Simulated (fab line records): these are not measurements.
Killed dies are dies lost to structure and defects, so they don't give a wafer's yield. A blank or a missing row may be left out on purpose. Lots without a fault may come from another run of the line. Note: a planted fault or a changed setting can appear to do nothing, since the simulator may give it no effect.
Which tool is to blame? | flow rit cmos | route of 202 steps, sampled at 1 step: 7 lots, 21 wafers

WHAT THE GAUGES READ, wafer by wafer
RIT_ACTIVE_CD_MEAS_11 targets a cd of 1400 nm.
lot  | measured    | on        | cd nm (nm)
L907 | day 2 00:48 | cd sem-02 | 1399.4 1399.6 1398.6
L909 | day 2 10:37 | cd sem-01 | 1396.7 1397.4 1395.9
L917 | day 4 02:36 | cd sem-02 | 1402.0 1403.8 1401.8
L920 | day 4 17:28 | cd sem-02 | 1400.1 1399.7 1402.4
L922 | day 5 06:40 | cd sem-01 | 1401.9 1400.3 1399.3
L924 | day 5 13:36 | cd sem-02 | 1404.9 1404.9 1404.2
L928 | day 6 09:26 | cd sem-01 | 1400.6 1400.5 1402.6

WHAT TOOL EACH LOT RAN ON (gives the tool, then ch and the chambers of the sampled wafers, and finally the start)
The record shows no process step preceding these readings.

THE ANSWER, worked out from the rows above alone
Rule: usual is defined by the lots themselves. Put in order of their means at a reading, lots are off if they are a third of the lots or fewer, leave a main group of 4 or more, and stand apart from it by a gap of 3 or more times the standard deviation of the main group's means; of several such gaps the widest counts. Not used: any main group whose means are identical at the precision the tables above print for the reading. A lot without any number at a reading at which 4 lots or more have one is off too. All remaining lots with rows at the step are treated as sound.
None of the lots is off at any reading shown; this tells nothing.

WHAT THE SIMULATOR HAD INSERTED
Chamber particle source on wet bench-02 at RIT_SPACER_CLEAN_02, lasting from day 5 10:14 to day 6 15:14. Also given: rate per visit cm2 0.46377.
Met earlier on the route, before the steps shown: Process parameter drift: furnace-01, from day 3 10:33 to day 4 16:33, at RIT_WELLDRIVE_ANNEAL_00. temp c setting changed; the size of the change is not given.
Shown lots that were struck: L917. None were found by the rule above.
